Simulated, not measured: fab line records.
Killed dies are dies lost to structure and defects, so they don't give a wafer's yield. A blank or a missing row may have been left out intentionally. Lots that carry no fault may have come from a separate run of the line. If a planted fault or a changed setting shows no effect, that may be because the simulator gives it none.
The tool behind it: which one? + flow rit-cmos + 14 lots, 42 wafers sampled, at 2 steps of a route of 202

## WHAT THE GAUGES READ, wafer by wafer
RIT_REOX_THK_MEAS_04.
| lot  | measured    | on            | REOX_OXIDE_THK (nm) |
|------|-------------|---------------|---------------------|
| L674 | day 2 22:29 | film-metro-03 | 25.2 25.3 25.4      |
| L675 | day 3 04:16 | film-metro-02 | 25.1 25.3 25.8      |
| L676 | day 3 11:45 | film-metro-04 | 25.0 24.6 24.7      |
| L677 | day 3 16:06 | film-metro-04 | 25.0 24.7 25.0      |
| L679 | day 3 22:57 | film-metro-03 | 25.0 24.8 24.9      |
| L680 | day 4 03:13 | film-metro-04 | 24.6 25.3 25.4      |
| L681 | day 4 05:04 | film-metro-04 | 25.2 25.1 24.7      |
| L685 | day 5 00:44 | film-metro-04 | 12.7 12.4 12.0      |
| L686 | day 5 05:40 | film-metro-04 | 11.9 11.6 12.0      |
| L687 | day 5 11:10 | film-metro-04 | 25.5 25.5 25.4      |
| L690 | day 6 01:13 | film-metro-03 | 25.5 24.9 25.0      |
| L691 | day 6 06:39 | film-metro-02 | 24.6 24.9 24.6      |
| L694 | day 6 21:20 | film-metro-03 | 25.0 25.3 25.2      |
| L695 | day 7 00:33 | film-metro-04 | 24.8 25.0 24.8      |

## EACH LOT AND THE TOOL THAT RAN IT (in order: tool; ch and the chambers of the sampled wafers; start)
| lot  | RIT_REOX_OXIDATION_03        |
|------|------------------------------|
| L674 | furnace-02 ch 0, day 2 19:56 |
| L675 | furnace-04 ch 0, day 3 01:42 |
| L676 | furnace-02 ch 0, day 3 09:12 |
| L677 | furnace-02 ch 0, day 3 13:32 |
| L679 | furnace-02 ch 0, day 3 20:23 |
| L680 | furnace-02 ch 0, day 4 00:40 |
| L681 | furnace-01 ch 0, day 4 02:31 |
| L685 | furnace-02 ch 0, day 4 22:10 |
| L686 | furnace-02 ch 0, day 5 03:06 |
| L687 | furnace-04 ch 0, day 5 08:37 |
| L690 | furnace-01 ch 0, day 5 22:40 |
| L691 | furnace-01 ch 0, day 6 04:04 |
| L694 | furnace-04 ch 0, day 6 18:47 |
| L695 | furnace-01 ch 0, day 6 22:00 |
- RIT_REOX_OXIDATION_03: target thk 25.2 nm, ox time 5580 s.

## AS READ BY THE TOOLS THEMSELVES (means over the sampled wafers that have a number; for cases with no such wafer, the mark the record gives instead)
RIT_REOX_OXIDATION_03.
| lot  | tool       | spike-tc-centre-C (C) | spike-tc-load-C (C) | spike-tc-source-C (C) | tube-center-temp-C (C) | tube_center_temp_C_max |
|------|------------|-----------------------|---------------------|-----------------------|------------------------|------------------------|
| L674 | furnace-02 | 901.5                 | 929                 | 924.7                 | 900                    | 902.7                  |
| L675 | furnace-04 | 902.6                 | 921                 | 928.3                 | 900                    | 902.4                  |
| L676 | furnace-02 | 901.5                 | 930                 | 923.5                 | 900                    | 902.4                  |
| L677 | furnace-02 | 902.0                 | 931                 | 924.1                 | 900                    | 902.0                  |
| L679 | furnace-02 | 901.8                 | 929                 | 923.0                 | 900                    | 902.4                  |
| L680 | furnace-02 | 901.5                 | 931                 | 923.0                 | 900                    | 902.1                  |
| L681 | furnace-01 | 902.8                 | 931                 | 926.6                 | 900                    | 902.6                  |
| L685 | furnace-02 | 836.5                 | 864                 | 857.4                 | 834                    | 837.1                  |
| L686 | furnace-02 | 836.4                 | 864                 | 856.9                 | 834                    | 836.7                  |
| L687 | furnace-04 | 902.7                 | 922                 | 927.6                 | 900                    | 902.0                  |
| L690 | furnace-01 | 904.2                 | 931                 | 927.5                 | 900                    | 902.4                  |
| L691 | furnace-01 | 902.8                 | 932                 | 926.5                 | 900                    | 902.0                  |
| L694 | furnace-04 | 902.4                 | 922                 | 928.8                 | 900                    | 902.3                  |
| L695 | furnace-01 | 904.2                 | 931                 | 927.3                 | 900                    | 902.5                  |

## THE ANSWER, worked out from the rows above alone
Rule: usual is defined by the lots themselves. The widest of any qualifying gaps counts: lots, ordered by their means at a reading, are off when they make up no more than a third of the lots, leave a main group of 4 or more, and stand apart from it by 3 or more times the standard deviation of that group's means. A main group is skipped when, at the precision printed for the reading in the tables above, its means are all equal. A lot without any number at a reading at which 4 lots or more have one is off too. Any other lot the step has rows for is counted as sound. Order of review: gauges by route order, followed by the tools' own readings, for which a lot's mean as printed above is used. At the first step where some lot is off, the reading lying furthest off is the one used; lots without a number count as furthest.
Off: L685, L686, at RIT_REOX_THK_MEAS_04 (REOX_OXIDE_THK). Mean 25.1 nm and standard deviation 0.24 in the main group.
A tool fits if, at a process step before that reading, it ran every lot that is off, and no sound lot after the first of them. Not tried: the gauges at RIT_REOX_THK_MEAS_04; whatever is off there is also off at RIT_REOX_OXIDATION_03, on other tools, and gauge error can't account for it. One fits: furnace-02 at RIT_REOX_OXIDATION_03. A fault onset in the window from L680 (day 4 00:40, its last sound lot) to L685 (day 4 22:10, its first lot off) fits.
The tool's own readings at RIT_REOX_OXIDATION_03 bear it out: on the lots that are off they differ by more than 5 times the standard deviation of the sound lots' means. spike-tc-centre-C reads 836.5 C there against 902.5 C on the sound lots; spike-tc-load-C reads 864 C there against 928 C on the sound lots; spike-tc-source-C reads 857.1 C there against 925.9 C on the sound lots; tube-center-temp-C reads 834 C there against 900 C on the sound lots; tube_center_temp_C_max reads 836.9 there against 902.3 on the sound lots.

## WHAT THE SIMULATOR HAD PUT IN
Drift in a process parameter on furnace-02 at RIT_REOX_OXIDATION_03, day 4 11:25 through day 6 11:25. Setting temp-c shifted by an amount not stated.
Struck lots among those shown: L685, L686. The rule above found the same.
